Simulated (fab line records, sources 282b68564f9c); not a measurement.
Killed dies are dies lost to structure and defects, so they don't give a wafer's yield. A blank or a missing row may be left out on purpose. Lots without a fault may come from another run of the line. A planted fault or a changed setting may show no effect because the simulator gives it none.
fab line records | flow rit_cmos
record lots=14 wafers=42 last_day=8
route steps=202 shown FOX2@23 NLDD@109 NSD@140 M1@202
lots that met no fault: from a run of the same line without faults
start_h: hours from the record's first day to the start of the lot's first wafer shown | wait_h: hours since the lot's step before | " the same as in the row above | L1.1+2: a row that stands for several wafers | - no value, or no start given | * or withheld: withheld | < > ~ a bound
route shown NAME@n: a module of which the file shows steps, and the number in the route of the first | usual: mean/standard deviation of fault-free wafers | same: alike in all rows | chamber/n: place in a boat | sites: the reading at each site | _std_site: their standard deviation | _edge_site: outer sites' mean less inner sites' | radius_mm: how far each site lies from the wafer's centre | mask NAME#n: copy n | behind: the tool/chamber that last shaped the wafer | hold: why the lot was held/for how many hours/how that ended | device: the transistor (n, p or np) that didn't switch | end of line: the same wafers' tests at the end of the route | a step without rows: its recipe alone | killed: dies lost to structure and defects at the first sort, not the wafer's yield | map: a wafer's dies, x killed, . not, _ none there
set.NAME: the setting as run; set.NAME@STEP: as run at that earlier step | model.NAME: the simulator's own value behind a step, which no gauge read
steps of the route over a sample of lots; a table a step, a row a wafer
services: from which hour (start_h, from the record's first day; less than 0 if before it) a tool's chamber was out of use, for how many hours, and why
## steps
# step RIT_FOX2_OXIDATION_00
# recipe temp_c=1100 ambient=H2O target_thk_a=3507 p_h2o_torr=720 ox_time_s=1130
# usual spike_tc_centre_C=1101.6/1.5 spike_tc_load_C=1128.8/2.4 spike_tc_source_C=1123.7/3 tube_center_temp_C=1100/0.1 tube_center_temp_C_max=1102.9/0.5 zone_power_load_pct=41/6.4
# columns lot.wafer tool chamber start_h wait_h spike_tc_centre_C spike_tc_load_C spike_tc_source_C tube_center_temp_C tube_center_temp_C_max zone_power_load_pct
L713.1 furnace-01 0 25.79 2.8 1101.5 1128.2 1128.5 1100.3 1103.2 46
L713.2 " 0 " " 1100.4 1128.2 1127.0 1100.1 1102.9 48
L713.6 " 0 " " 1101.0 1129.3 1129.1 1100 1102.9 46
L714.2 furnace-03 0 27.73 0.0 1104.9 1131.3 1122.6 1099.9 1102.3 46
L714.4 " 0 " " 1104.6 1132.2 1121.8 1100.1 1103.2 46
L714.6 " 0 " " 1102.5 1130.7 1124.5 1100.2 1102.2 46
L717.1 furnace-01 0 45.46 0.1 1100.0 1129.0 1131.9 1100 1102.6 48
L717.2 " 0 " " 1101.5 1128.2 1128.1 1100 1102.4 46
L717.6 " 0 " " 1102.3 1128.2 1129.1 1099.9 1102.7 47
L718.2 furnace-01 0 46.78 0.6 1101.4 1129.6 1128.7 1100 1103.3 47
L718.3 " 0 " " 1102.7 1127.9 1129.0 1100.1 1102.8 47
L718.6 " 0 " " 1100.9 1129.3 1127.2 1099.9 1102.5 48
L720.3 furnace-03 0 52.86 0.0 1117.1 1145.8 1139.7 1114.8 1116.9 48
L720.4 " 0 " " 1119.3 1145.1 1137.5 1114.9 1118.4 47
L720.5 " 0 " " 1118.8 1147.9 1140.0 1115 1117.6 48
L724.2 furnace-03 0 73.67 0.0 1118.7 1148.1 1138.1 1115.1 1117.2 47
L724.5 " 0 " " 1118.8 1147.2 1137.9 1115 1117.8 47
L724.6 " 0 " " 1118.4 1146.0 1136.7 1114.9 1117.7 47
L725.3 furnace-04 0 78.78 0.0 1100.0 1125.7 1122.7 1099.9 1103.4 33
L725.4 " 0 " " 1099.5 1127.6 1122.5 1099.9 1104.0 33
L725.5 " 0 " " 1100.2 1128.2 1121.9 1100 1102.5 34
L727.1 furnace-04 0 88.99 0.0 1101.0 1125.5 1123.0 1100 1103.6 33
L727.2 " 0 " " 1099.9 1127.4 1121.3 1100.1 1103.5 33
L727.6 " 0 " " 1100.2 1126.8 1119.4 1100 1105.1 33
L728.1 furnace-04 0 93.72 0.0 1100.6 1125.9 1121.9 1099.8 1104.0 33
L728.2 " 0 " " 1101.3 1126.8 1120.8 1099.8 1103.7 33
L728.3 " 0 " " 1098.8 1127.4 1122.3 1099.9 1102.2 33
L730.2 furnace-04 0 104.22 0.0 1101.5 1127.9 1121.6 1099.9 1102.3 33
L730.5 " 0 " " 1100.3 1127.2 1122.5 1100 1102.8 33
L730.6 " 0 " " 1101.5 1126.9 1122.3 1100 1102.5 34
L732.1 furnace-04 0 115.10 0.4 1102.0 1126.8 1119.8 1099.9 1103.2 33
L732.5 " 0 " " 1102.3 1126.9 1121.3 1100.1 1103.1 33
L732.6 " 0 " " 1100.6 1127.3 1119.5 1099.9 1102.2 33
L734.1 furnace-01 0 127.66 2.2 1100.7 1129.6 1127.6 1100 1102.7 47
L734.5 " 0 " " 1101.3 1129.7 1128.9 1099.9 1101.9 46
L734.6 " 0 " " 1101.2 1129.6 1128.2 1100 1102.4 47
L735.4 furnace-01 0 135.02 4.6 1101.3 1127.3 1128.4 1100 1103.5 48
L735.5 " 0 " " 1100.6 1128.2 1128.5 1100.1 1102.3 47
L735.6 " 0 " " 1100.9 1127.2 1129.1 1100 1102.7 46
L736.1 furnace-04 0 140.46 2.0 1101.1 1126.2 1121.0 1100.1 1102.7 33
L736.4 " 0 " " 1099.6 1125.9 1122.0 1100 1102.3 33
L736.6 " 0 " " 1101.4 1126.5 1122.0 1099.9 1102.5 34
# step RIT_FOX2_THK_MEAS_01
# recipe reads=SiO2_of_FOX2_OXIDATION_00
# usual FOX2_OXIDE_THK=352/7.3
# columns lot.wafer tool chamber start_h wait_h FOX2_OXIDE_THK[nm]
L713.1 film_metro-02 - 27.11 0.0 336
L713.2 " - " " 340
L713.6 " - " " 339
L714.2 film_metro-01 - 29.06 0.0 363
L714.4 " - " " 363
L714.6 " - " " 361
L717.1 film_metro-01 - 46.78 0.0 344
L717.2 " - " " 342
L717.6 " - " " 344
L718.2 film_metro-04 - 48.10 0.0 349
L718.3 " - " " 350
L718.6 " - " " 342
L720.3 film_metro-02 - 54.20 0.0 381
L720.4 " - " " 378
L720.5 " - " " 378
L724.2 film_metro-02 - 74.99 0.0 379
L724.5 " - " " 376
L724.6 " - " " 378
L725.3 film_metro-01 - 80.11 0.0 344
L725.4 " - " " 347
L725.5 " - " " 352
L727.1 film_metro-04 - 90.30 0.0 351
L727.2 " - " " 348
L727.6 " - " " 348
L728.1 film_metro-04 - 95.04 0.0 357
L728.2 " - " " 355
L728.3 " - " " 358
L730.2 film_metro-04 - 105.55 0.0 351
L730.5 " - " " 357
L730.6 " - " " 355
L732.1 film_metro-01 - 116.42 0.0 363
L732.5 " - " " 361
L732.6 " - " " 365
L734.1 film_metro-02 - 128.97 0.0 347
L734.5 " - " " 344
L734.6 " - " " 348
L735.4 film_metro-02 - 136.36 0.0 355
L735.5 " - " " 351
L735.6 " - " " 357
L736.1 film_metro-02 - 141.78 0.0 349
L736.4 " - " " 352
L736.6 " - " " 356
# step RIT_FOX2_THK_MEAS_90
# recipe reads=SiO2_of_FOX2_OXIDATION_00
# usual FIELD_OXIDE_LEFT_1_THK=325/7.4
# columns lot.wafer tool chamber start_h wait_h FIELD_OXIDE_LEFT_1_THK[nm]
L713.1 film_metro-02 - 28.05 0.0 309
L713.2 " - " " 313
L713.6 " - " " 312
L714.2 film_metro-01 - 29.93 0.0 335
L714.4 " - " " 335
L714.6 " - " " 334
L717.1 film_metro-01 - 47.72 0.0 317
L717.2 " - " " 314
L717.6 " - " " 316
L718.2 film_metro-04 - 49.74 0.0 322
L718.3 " - " " 323
L718.6 " - " " 315
L720.3 film_metro-01 - 55.84 0.0 353
L720.4 " - " " 350
L720.5 " - " " 350
L724.2 film_metro-02 - 75.87 0.0 351
L724.5 " - " " 348
L724.6 " - " " 350
L725.3 film_metro-02 - 80.99 0.0 317
L725.4 " - " " 320
L725.5 " - " " 325
L727.1 film_metro-02 - 92.07 0.0 323
L727.2 " - " " 320
L727.6 " - " " 320
L728.1 film_metro-01 - 95.91 0.0 329
L728.2 " - " " 329
L728.3 " - " " 331
L730.2 film_metro-04 - 106.43 0.0 324
L730.5 " - " " 329
L730.6 " - " " 327
L732.1 film_metro-02 - 117.30 0.0 336
L732.5 " - " " 335
L732.6 " - " " 338
L734.1 film_metro-01 - 129.85 0.0 319
L734.5 " - " " 317
L734.6 " - " " 321
L735.4 film_metro-04 - 137.24 0.0 328
L735.5 " - " " 325
L735.6 " - " " 330
L736.1 film_metro-01 - 142.65 0.0 322
L736.4 " - " " 325
L736.6 " - " " 328
# step RIT_FOX2_THK_MEAS_91
# recipe reads=SiO2_of_FOX2_OXIDATION_00
# usual FIELD_OXIDE_LEFT_2_THK=257/7.5
# columns lot.wafer tool chamber start_h wait_h FIELD_OXIDE_LEFT_2_THK[nm]
L713.1 film_metro-04 - 40.95 0.0 241
L713.2 " - " " 245
L713.6 " - " " 243
L714.2 film_metro-01 - 43.55 0.0 268
L714.4 " - " " 267
L714.6 " - " " 266
L717.1 film_metro-01 - 61.04 0.0 249
L717.2 " - " " 246
L717.6 " - " " 248
L718.2 film_metro-01 - 63.29 0.0 253
L718.3 " - " " 255
L718.6 " - " " 246
L720.3 film_metro-01 - 68.12 0.0 285
L720.4 " - " " 281
L720.5 " - " " 281
L724.2 film_metro-01 - 88.55 0.0 284
L724.5 " - " " 280
L724.6 " - " " 282
L725.3 film_metro-02 - 93.74 0.0 249
L725.4 " - " " 252
L725.5 " - " " 257
L727.1 film_metro-04 - 104.59 0.0 255
L727.2 " - " " 251
L727.6 " - " " 251
L728.1 film_metro-02 - 108.93 0.0 262
L728.2 " - " " 261
L728.3 " - " " 263
L730.2 film_metro-02 - 119.00 0.0 256
L730.5 " - " " 261
L730.6 " - " " 259
L732.1 film_metro-01 - 131.65 0.0 268
L732.5 " - " " 266
L732.6 " - " " 270
L734.1 film_metro-04 - 146.50 0.0 251
L734.5 " - " " 248
L734.6 " - " " 253
L735.4 film_metro-02 - 151.44 0.0 260
L735.5 " - " " 256
L735.6 " - " " 262
L736.1 film_metro-01 - 155.92 0.0 253
L736.4 " - " " 256
L736.6 " - " " 260
# step RIT_NLDD_OVL_MEAS_06
# usual NLDD_OVL=0.5/1.2
# columns lot.wafer tool chamber start_h wait_h NLDD_OVL[nm]
L713.1 overlay-01 - 52.10 - 0.0
L713.2 " - " " -1.5
L713.6 " - " " -1.2
L714.2 overlay-02 - 52.63 - 0.9
L714.4 " - " " 2.4
L714.6 " - " " 1.4
L718.2 overlay-01 - 73.43 - 2.9
L718.3 " - " " 1.9
L718.6 " - " " 2.5
L717.1 overlay-02 - 73.71 - -1.8
L717.2 " - " " 1.5
L717.6 " - " " -0.8
L720.3 overlay-02 - 78.46 - -1.1
L720.4 " - " " 0.7
L720.5 " - " " 0.6
L724.2 overlay-01 - 98.40 - -0.2
L724.5 " - " " 1.3
L724.6 " - " " -2.4
L725.3 overlay-02 - 103.75 - 0.3
L725.4 " - " " -0.8
L725.5 " - " " 0.3
L727.1 overlay-01 - 113.62 - -1.7
L727.2 " - " " 0.5
L727.6 " - " " -0.5
L728.1 overlay-02 - 120.53 - 0.6
L728.2 " - " " -0.2
L728.3 " - " " 0.8
L730.2 overlay-01 - 134.00 - 2.6
L730.5 " - " " 2.3
L730.6 " - " " 1.2
L732.1 overlay-02 - 147.81 - 1.1
L732.5 " - " " -0.7
L732.6 " - " " 0.0
L734.1 overlay-01 - 158.71 - -0.2
L734.5 " - " " -0.1
L734.6 " - " " -0.4
L735.4 overlay-01 - 166.54 - -0.3
L735.5 " - " " -0.4
L735.6 " - " " 0.2
L736.1 overlay-02 - 169.51 - -0.3
L736.4 " - " " -0.8
L736.6 " - " " -0.6
# step RIT_NSD_STRIP_09
# recipe chemistry=O2 time_s=180 resist=NOVOLAK platen_temp_c=withheld power_w=500 pressure_mtorr=4000 o2_flow_sccm=4000
# usual drypump_motor_current_A=5.7/0.3
# columns lot.wafer tool chamber start_h wait_h drypump_motor_current_A rf_hours_counter_h
L713.1 plasma_asher-02 0 58.10 0.1 5.5 42
L713.2 " 1 " " 5.6 42
L713.6 " 1 " " 5.6 -
L714.2 plasma_asher-03 0 60.25 0.1 6.0 41
L714.4 " 0 " " 6.0 -
L714.6 " 1 " " 5.9 -
L718.2 plasma_asher-03 1 80.22 0.1 5.9 43
L718.3 " 0 " " 6.0 -
L718.6 " 1 " " 5.9 -
L717.1 plasma_asher-03 1 80.78 0.1 5.9 43
L717.2 " 0 " " 6.0 43
L717.6 " 1 " " 5.9 -
L720.3 plasma_asher-03 0 85.46 0.1 6.0 -
L720.4 " 1 " " 5.9 -
L720.5 " 0 " " 6.0 -
L724.2 plasma_asher-01 1 104.19 0.1 5.0 32
L724.5 " 1 " " 5.0 -
L724.6 " 0 " " 5.5 -
L725.3 plasma_asher-01 0 109.72 0.1 5.5 -
L725.4 " 1 " " 5.0 -
L725.5 " 1 " " 5.0 -
L727.1 plasma_asher-02 1 119.43 0.1 5.6 50
L727.2 " 0 " " 5.5 50
L727.6 " 0 " " 5.5 -
L728.1 plasma_asher-03 0 126.33 0.1 6.0 1
L728.2 " 1 " " 5.9 1
L728.3 " 0 " " 6.0 -
L730.2 plasma_asher-02 1 139.67 0.1 5.6 51
L730.5 " 1 " " 5.6 -
L730.6 " 0 " " 5.5 -
L732.1 plasma_asher-03 0 153.82 0.1 6.0 3
L732.5 " 1 " " 5.9 -
L732.6 " 0 " " 6.0 -
L734.1 plasma_asher-02 1 164.40 0.1 5.6 54
L734.5 " 1 " " 5.6 -
L734.6 " 0 " " 5.5 -
L735.4 plasma_asher-02 0 173.60 0.1 5.5 -
L735.5 " 1 " " 5.6 -
L735.6 " 0 " " 5.5 -
L736.1 plasma_asher-01 0 175.33 0.1 5.5 39
L736.4 " 1 " " 5.0 -
L736.6 " 0 " " 5.5 -
# step RIT_M1_PROBE_99
# usual killed_at_M0_to_M3=0.0/0.12 killed_at_contacts=0.0/0.2 killed_at_front_end=7/3 killed_dies=7/3 killed_open=3.4/1.8 killed_short=3.8/2.1
# same gross_dies=264 killed_at_M4_up=0 killed_at_back_side=0 killed_at_other=0
# columns lot.wafer tool chamber start_h wait_h killed_at_M0_to_M3 killed_at_contacts killed_at_front_end killed_dies killed_open killed_short
L718.2 prober-02 - 92.18 0.1 0 0 5 5 3 2
L718.3 prober-02 - 92.23 0.2 0 0 7 7 4 3
L718.6 prober-02 - 92.38 0.2 0 0 2 2 2 0
L720.3 prober-01 - 95.33 0.2 0 0 5 5 1 4
L720.4 prober-01 - 95.38 0.2 0 0 5 5 0 5
L720.5 prober-01 - 95.43 0.2 0 0 4 4 2 2
L724.2 prober-01 - 114.12 0.1 0 0 9 9 4 5
L724.5 prober-01 - 114.27 0.2 0 0 10 10 4 6
L724.6 prober-01 - 114.32 0.2 0 0 4 4 3 1
L727.1 prober-02 - 128.99 0.1 0 0 4 4 3 1
L727.2 prober-02 - 129.04 0.1 0 0 8 8 5 3
L727.6 prober-02 - 129.24 0.2 0 0 3 3 1 2
L730.2 prober-01 - 149.16 0.1 0 0 9 9 5 3
L730.5 prober-01 - 149.31 0.2 0 0 11 11 4 7
L730.6 prober-01 - 149.36 0.2 0 0 14 14 7 7
# killed by level:class
L718.2 GATE:geometric_particle:short=2 FOX1:geometric_particle:open=1 GATE:geometric_particle:open=1 SPACER:geometric_particle:open=1
L718.3 SPACER:geometric_particle:short=2 SPACER:geometric_particle:open=2 FOX1:geometric_particle:open=1 FOX2:geometric_particle:open=1 REOX:geometric_particle:short=1
L718.6 FOX1:geometric_particle:open=1 SILICIDE:geometric_particle:open=1
L720.3 FOX1:geometric_particle:short=2 FOX2:geometric_particle:short=1 SPACER:geometric_particle:open=1 SILICIDE:geometric_particle:short=1
L720.4 GATE:geometric_particle:short=3 FOX2:geometric_particle:short=1 SPACER:geometric_particle:short=1
L720.5 GATE:geometric_particle:open=2 FOX1:geometric_particle:short=1 SPACER:geometric_particle:short=1
L724.2 GATE:geometric_particle:open=4 GATE:geometric_particle:short=3 FOX1:geometric_particle:short=2
L724.5 GATE:geometric_particle:short=3 FOX2:geometric_particle:open=2 SPACER:geometric_particle:short=2 SILICIDE:geometric_particle:open=2 SILICIDE:geometric_particle:short=1
L724.6 GATE:geometric_particle:open=2 GATE:geometric_particle:short=1 SILICIDE:geometric_particle:open=1
L727.1 GATE:geometric_particle:short=1 REOX:geometric_particle:open=1 SPACER:geometric_particle:open=1 SILICIDE:geometric_particle:open=1
L727.2 GATE:geometric_particle:open=2 GATE:geometric_particle:short=2 FOX2:geometric_particle:open=1 REOX:geometric_particle:open=1 SPACER:geometric_particle:short=1 SPACER:geometric_particle:open=1
L727.6 REOX:geometric_particle:short=1 SILICIDE:geometric_particle:open=1 SILICIDE:geometric_particle:short=1
L730.2 GATE:geometric_particle:open=3 GATE:geometric_particle:short=2 FOX2:geometric_particle:short=1 REOX:geometric_particle:open=1 SILICIDE:geometric_particle:open=1 PSD:coat_microbubble_printed=1
L730.5 GATE:geometric_particle:short=3 GATE:geometric_particle:open=2 REOX:geometric_particle:short=2 FOX1:geometric_particle:open=1 SPACER:geometric_particle:open=1 SPACER:geometric_particle:short=1 SILICIDE:geometric_particle:short=1
L730.6 GATE:geometric_particle:open=3 FOX1:geometric_particle:short=2 FOX2:geometric_particle:short=2 GATE:geometric_particle:short=2 REOX:geometric_particle:open=2 FOX1:geometric_particle:open=1 FOX2:geometric_particle:open=1 REOX:geometric_particle:short=1
## services
# columns tool chamber start_h hours kind
furnace-01 - 14.88 3.8 pm
furnace-03 - 16.20 3.5 pm
furnace-03 - 19.74 6.5 pm
furnace-01 - 63.13 2.2 pm
plasma_asher-03 - 76.25 2.9 repair
plasma_asher-03 - 108.75 9.0 pm
plasma_asher-03 0 108.75 9.0 vent_cycle
plasma_asher-03 1 108.75 9.0 vent_cycle
plasma_asher-03 - 116.03 0.7 repair
plasma_asher-03 0 117.75 - clean
plasma_asher-03 1 117.75 - clean
furnace-03 - 133.39 4.1 pm
plasma_asher-01 - 136.21 0.6 repair
furnace-04 - 159.15 3.9 pm
## key
first_sign step=RIT_FOX2_OXIDATION_00 reading=tube_center_temp_C direction=up sigmas=99+ usual=* struck=*
effect step=RIT_FOX2_OXIDATION_00 reading=tube_center_temp_C_max direction=up sigmas=30 usual=* struck=*
effect step=RIT_FOX2_THK_MEAS_01 reading=FOX2_OXIDE_THK direction=up sigmas=3.6 usual=352 struck=378
effect step=RIT_FOX2_THK_MEAS_90 reading=FIELD_OXIDE_LEFT_1_THK direction=up sigmas=3.5 usual=325 struck=350
effect step=RIT_FOX2_THK_MEAS_91 reading=FIELD_OXIDE_LEFT_2_THK direction=up sigmas=3.4 usual=257 struck=282
met_at RIT_FOX2_OXIDATION_00
struck_lots L720,L724
tester_left_out L720,L724
not_acting_at RIT_NLDD_OVL_MEAS_06,RIT_NSD_STRIP_09
onset_between 27.73 52.86
fault kind=process_parameter_drift tool=furnace-03 chamber=- onset_h=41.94 steps=RIT_FOX2_OXIDATION_00 channel=temp_c offset=* shape=step end_h=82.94 acts_in=* stated=*
# tester_left_out: of these lots the tester's yield and bins aren't shown, on N5 and GAA mostly nor the transistor test; their killed dies are dies lost to structure and defects alone, not to doping, threshold or leakage, so they don't give the yield
